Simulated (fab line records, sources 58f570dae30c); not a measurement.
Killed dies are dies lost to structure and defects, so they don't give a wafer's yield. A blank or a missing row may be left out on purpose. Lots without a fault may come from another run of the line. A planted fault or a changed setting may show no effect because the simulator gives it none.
One fault seen from 2 desks | flow berkeley_cmos170 | each desk has only its own numbers; what lay behind them comes last

THE METROLOGY DESK
What the gauges read, lot by lot, whatever tool the lot ran on: means of the sampled wafers that have a number. A lot is out of limits, marked OUT, if its mean lies more than 4 standard deviations from the usual mean; the brackets give that distance.
Columns: A = cd_nm at UCB170_GATE_CD_MEAS_90, usual 350.0 nm
lot  | first seen here | A
L590 | day 8 10:41     | 350.5
L591 | day 8 10:58     | 352.5
L595 | day 9 20:47     | 349.5
L599 | day 10 11:37    | 348.6
L603 | day 10 20:25    | 348.9
L607 | day 11 07:59    | 350.0
L605 | day 11 08:07    | 348.0
L609 | day 11 17:08    | 349.8
L608 | day 11 17:22    | 351.6
L610 | day 12 03:05    | 351.7
L611 | day 12 14:35    | 349.8
L612 | day 12 15:05    | 350.1
This desk's finding: nothing out of limits on any of the 12 lots.

THE TOOL OWNER'S DESK: lpcvd-02
The tool's own readings at UCB170_GATE_CVD_04 (deposits poly-Si from SiH4, time 1440 s, target thk 214 nm): means of the sampled wafers that have a number, for each lot that ran on this tool. A lot is out of limits, marked OUT, if its mean lies more than 4 standard deviations from the usual mean; the brackets give that distance.
Columns: A = pressure_mtorr at UCB170_GATE_CVD_04, usual 375.0 mTorr; B = sih4_flow_sccm at UCB170_GATE_CVD_04, usual 120.1 sccm; C = spike_tc_source_C at UCB170_GATE_CVD_04, usual 631.3 C
lot  | first seen here | A     | B     | C
L590 | day 8 08:02     | 375.0 | 119.7 | 634.9
L591 | day 8 08:02     | 374.5 | 120.1 | 628.9
L599 | day 10 08:04    | 375.0 | 119.8 | 633.8
L603 | day 10 17:28    | 374.9 | 120.3 | 629.1
L608 | day 11 12:43    | 375.1 | 120.3 | 633.7
L609 | day 11 12:43    | 374.6 | 119.7 | 627.5
L611 | day 12 10:36    | 374.8 | 119.6 | 628.9
L612 | day 12 10:36    | 375.0 | 120.0 | 634.4
This desk's finding: nothing out of limits on any of the 8 lots.

PUT TOGETHER
The metrology desk saw nothing out of limits.
The tool owner's desk saw nothing out of limits.

WHAT THE SIMULATOR HAD PUT IN
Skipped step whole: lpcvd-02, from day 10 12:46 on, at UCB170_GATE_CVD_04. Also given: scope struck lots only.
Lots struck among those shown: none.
